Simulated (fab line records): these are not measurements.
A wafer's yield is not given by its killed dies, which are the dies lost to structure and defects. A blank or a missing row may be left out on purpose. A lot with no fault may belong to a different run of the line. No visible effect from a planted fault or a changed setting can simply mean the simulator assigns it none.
Comparing a struck lot with a sound one	flow rit-cmos	17 out of 202 route steps
Sound: these wafers, L317.1, L317.2, L317.4. Struck: wafer L321.4. (L321.3, L321.6 of the same lot were not struck and are left out.) The cause comes at the end.
Each step with rows lists, per side, the tool, then ch with its chambers, then its first start. Under that, the readings that differ: sound wafers	struck wafers	difference of the means	sigmas: that difference in standard deviations of wafers without a fault.
alike: same words and numbers on both sides, and readings whose means sit less than 2 such deviations apart. not compared: any withheld reading, any reading some wafer has no value for, any bound like >300 that may hide the same value, and any number with overlapping values for which the record gives no deviation.
The two part at a step that has a row with sigmas, a row that says differs or no value, or rows on one side only. Numbers that don't overlap but have no deviation are shown without sigmas and don't part them. Lack of a reading on every wafer of one side parts them only where that side has two or more wafers.

first, 1 step without rows for these wafers: RIT_PSD_IMPLANT_08.
RIT_PSD_STRIP_09: strips in O2, time 180 s.
  sound on plasma-asher-01 ch 0,1, day 3 16:19; struck on plasma-asher-03 ch 0, day 4 18:18
  alike: drypump-motor-current-A, o2-flow-sccm, rf-refl-power-W
  not compared: rf-hours-counter-h
RIT_PSD_TW_MEAS_10:
  sound: film-metro-03 at day 3 16:30; struck: film-metro-02 at day 4 18:26
  alike: PSD_TW
then, 3 steps without rows for these wafers: RIT_SDANNEAL_CLEAN_00 (cleans in SC1, time 600 s); RIT_SDANNEAL_CLEAN_01 (cleans in dHF, time 30 s); RIT_SDANNEAL_CLEAN_02 (cleans in SC2, time 600 s).
RIT_SDANNEAL_RTA_03: time 5 s.
  sound on rtp-anneal-01 ch 0, day 3 16:56; struck on rtp-anneal-01 ch 0, day 4 18:53
  alike: ramp-down-c-per-s, wafer_temp_C_max
RIT_SDANNEAL_RS_MEAS_04: the measuring method here is four-point-probe.
  sound: film-metro-04 at day 3 16:59; struck: film-metro-02 at day 4 18:58
  alike: PSD_RS
RIT_SDANNEAL_RS_MEAS_05: the measuring method here is four-point-probe.
  sound: film-metro-04 at day 3 17:06; struck: film-metro-02 at day 4 19:05
  alike: NSD_RS
RIT_SDANNEAL_RS_MEAS_06: the measuring method here is four-point-probe.
  sound: film-metro-04 at day 3 17:13; struck: film-metro-02 at day 4 19:12
  alike: PLDD_RS
RIT_SDANNEAL_RS_MEAS_07: the measuring method here is four-point-probe.
  sound: film-metro-04 at day 3 17:20; struck: film-metro-02 at day 4 19:19
  alike: NLDD_RS
then, 1 step without rows for these wafers: RIT_SILICIDE_WET_ETCH_00 (etches SiO2 in BOE, target depth 14 nm, time 15 s).
RIT_SILICIDE_SPUTTER_01: material Ti, target thk 30 nm, time 240 s.
  sound: pvd-sputter-02 at day 3 17:29; struck: pvd-sputter-02 at day 4 19:25
reading	sound	struck	difference	sigmas
model.Ti_of_SILICIDE_SPUTTER_01.thk-nm (nm)	30.74 30.91 31.1	28.44	-2.48	
  alike: throttle-valve-pct
RIT_SILICIDE_RS_MEAS_02: the measuring method here is four-point-probe.
  sound: film-metro-01 at day 3 17:38; struck: film-metro-01 at day 4 19:36
reading	sound	struck	difference	sigmas
SILICIDE_TI_RS (ohm/sq)	46.4 46.1 45.7	51.2	+5.1	+8
RIT_SILICIDE_THK_MEAS_03: measures by xrf.
  sound: film-metro-01 at day 3 17:45; struck: film-metro-01 at day 4 19:42
reading	sound	struck	difference	sigmas
SILICIDE_TI_THK (nm)	30.5 30.5 30.8	28.0	-2.6	-7
RIT_SILICIDE_RTA_04: time 10 s, ramp up 5 s, ramp down 5 s.
  sound on rtp-anneal-02 ch 0, day 3 17:49; struck on rtp-anneal-01 ch 0, day 4 19:46
  alike: wafer_temp_C_max
RIT_M1_PROBE_99:
  sound: prober-01 at day 4 00:22; struck: prober-02 at day 5 02:34
reading	sound	struck	difference	sigmas
model.etest.contact-pplus.end-ohm-um	44.74 44.24 44.57	44.78	+0.26	
model.etest.contact-nplus.end-ohm-um	41.77 42.2 42.34	39.58	-2.52	
model.etest.npoly-line.rs-ohm-sq	16.71 16.74 16.58	17.65	+0.97	
model.etest.ppoly-line.rs-ohm-sq	16.46 16.11 16.09	16.89	+0.67	
model.etest.npoly-sal.rs-ohm-sq	4.295 4.272 4.253	4.599	+0.326	
model.etest.ppoly-sal.rs-ohm-sq	4.246 4.239 4.187	4.507	+0.283	
model.etest.pplus-sal.rs-ohm-sq	4.238 4.245 4.16	4.528	+0.314	
  alike: killed-at-contacts, killed-at-front-end, killed-dies, killed-on-rim, killed-open, killed-short
  not compared: model.etest.npoly-line.line-ohm-um

## WHERE THEY PART
First at RIT_SILICIDE_RS_MEAS_02; last, within this record, at RIT_SILICIDE_THK_MEAS_03. Later steps at which nothing parts them and some readings are alike: RIT_SILICIDE_RTA_04, RIT_M1_PROBE_99.

WHY: the cause the simulator had injected
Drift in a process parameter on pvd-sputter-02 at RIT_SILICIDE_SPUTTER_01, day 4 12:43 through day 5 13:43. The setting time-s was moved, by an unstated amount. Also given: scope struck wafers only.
